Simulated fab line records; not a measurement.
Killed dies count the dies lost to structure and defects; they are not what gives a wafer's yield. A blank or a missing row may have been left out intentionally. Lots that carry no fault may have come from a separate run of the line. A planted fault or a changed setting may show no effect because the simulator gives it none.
Struck lot and sound lot, side by side    flow berkeley-cmos170    15 out of 331 route steps
Sound: these wafers, L377.4, L377.5, L377.6. Wafers struck: L389.1, L389.2, L389.6. At the end, the cause is stated.
Order at every step that has rows: each side's tool, ch and its chambers, its first start. Under that, the readings that differ: sound wafers    struck wafers    difference of the means    sigmas: that difference in standard deviations of wafers without a fault.
alike: readings with means less than 2 such deviations apart, plus words and numbers identical on both sides. not compared: withheld readings, readings lacking a value on some wafer, bounds such as >300 that could conceal the same value, and numbers that have no deviation in the record and whose values overlap.
A row with sigmas, a row that says differs or no value, or rows on one side alone: a step with any of these is where the two part. Numbers that have no deviation but don't overlap get no sigmas and don't part them. Lack of a reading on every wafer of one side parts them only where that side has two or more wafers.

UCB170_GATE_ETCH_15: etches poly-Si in HBr/Cl2, stops on SiO2, time 56.3 s, target depth 278.2 nm.
  sound on rie-si-02 ch 0,2,3, day 8 08:44; struck on rie-si-01 ch 1,2,3, day 11 12:14
  alike: HBr_flow_sccm, drypump-motor-current-A, oes-product-au, throttle-valve-pct
  not compared: rf-hours-counter-h
UCB170_GATE_STRIP_16: strips in O2.
  sound on plasma-asher-02 ch 0,1, day 8 08:47; struck on plasma-asher-03 ch 0,1, day 11 12:17
  alike: drypump-motor-current-A, oes-product-au
  not compared: rf-hours-counter-h
UCB170_GATE_CD_MEAS_90 targets a cd of 350 nm.
  sound on cd-sem-01, day 8 08:55; struck on cd-sem-01, day 11 12:23
reading     sound              struck             difference  sigmas
cd-nm (nm)  350.9 352.7 350.6  348.0 348.5 347.4  -3.4        -2
then, 7 steps without rows for these wafers: UCB170_GATE_CLEAN_17 (cleans in SPM, time 600 s); UCB170_PLDD_HMDS_00 (prime time 60 s); UCB170_PLDD_COAT_01 (resist thk 900 nm); UCB170_PLDD_SOFTBAKE_02 (time 60 s); UCB170_PLDD_EXPOSE_03 (exposes mask PSELECT, target cd 1200 nm); UCB170_PLDD_PEB_04; UCB170_PLDD_DEVELOP_05 (develop time 45 s).
UCB170_PLDD_CD_MEAS_06 targets a cd of 1200 nm.
  sound on cd-sem-01, day 8 11:28; struck on cd-sem-02, day 11 14:49
  alike: cd-nm
UCB170_PLDD_OVL_MEAS_07:
  sound on overlay-01, day 8 11:33; struck on overlay-01, day 11 14:56
reading        sound     struck      difference  sigmas
PLDD_OVL (nm)  18 15 14  -12 -6 -12  -26         -4
UCB170_PLDD_IMPLANT_08:
  sound on implanter-01 ch 0, day 8 11:38; struck on implanter-03 ch 0, day 11 14:58
reading                    sound                struck             difference  sigmas
beam-energy-keV            9.999 10.004 10.001  9.347 9.346 9.350  -0.654      -99 or more
beam-on-s (s)              10.2 10.3 9.8        11.8 11.7 11.4     +1.5        +4
faraday-current-uA         156 154 161          135 136 138        -21         -4
model.implant.rp-nm (nm)   10.03 10.03 10.03    9.412 9.412 9.412  -0.618      
model.implant.drp-nm (nm)  6.005 6.005 6.005    5.73 5.73 5.73     -0.27       
then, 1 step without rows for these wafers: UCB170_PLDD_IMPLANT_09.
UCB170_M3_PROBE_99:
  the record has rows for the sound wafers here (prober-01, day 10 01:47) and none for the struck ones

== WHERE THEY PART ==
Last at UCB170_M3_PROBE_99 as far as this record goes, first at UCB170_GATE_CD_MEAS_90.

WHY: whatever the simulator had introduced
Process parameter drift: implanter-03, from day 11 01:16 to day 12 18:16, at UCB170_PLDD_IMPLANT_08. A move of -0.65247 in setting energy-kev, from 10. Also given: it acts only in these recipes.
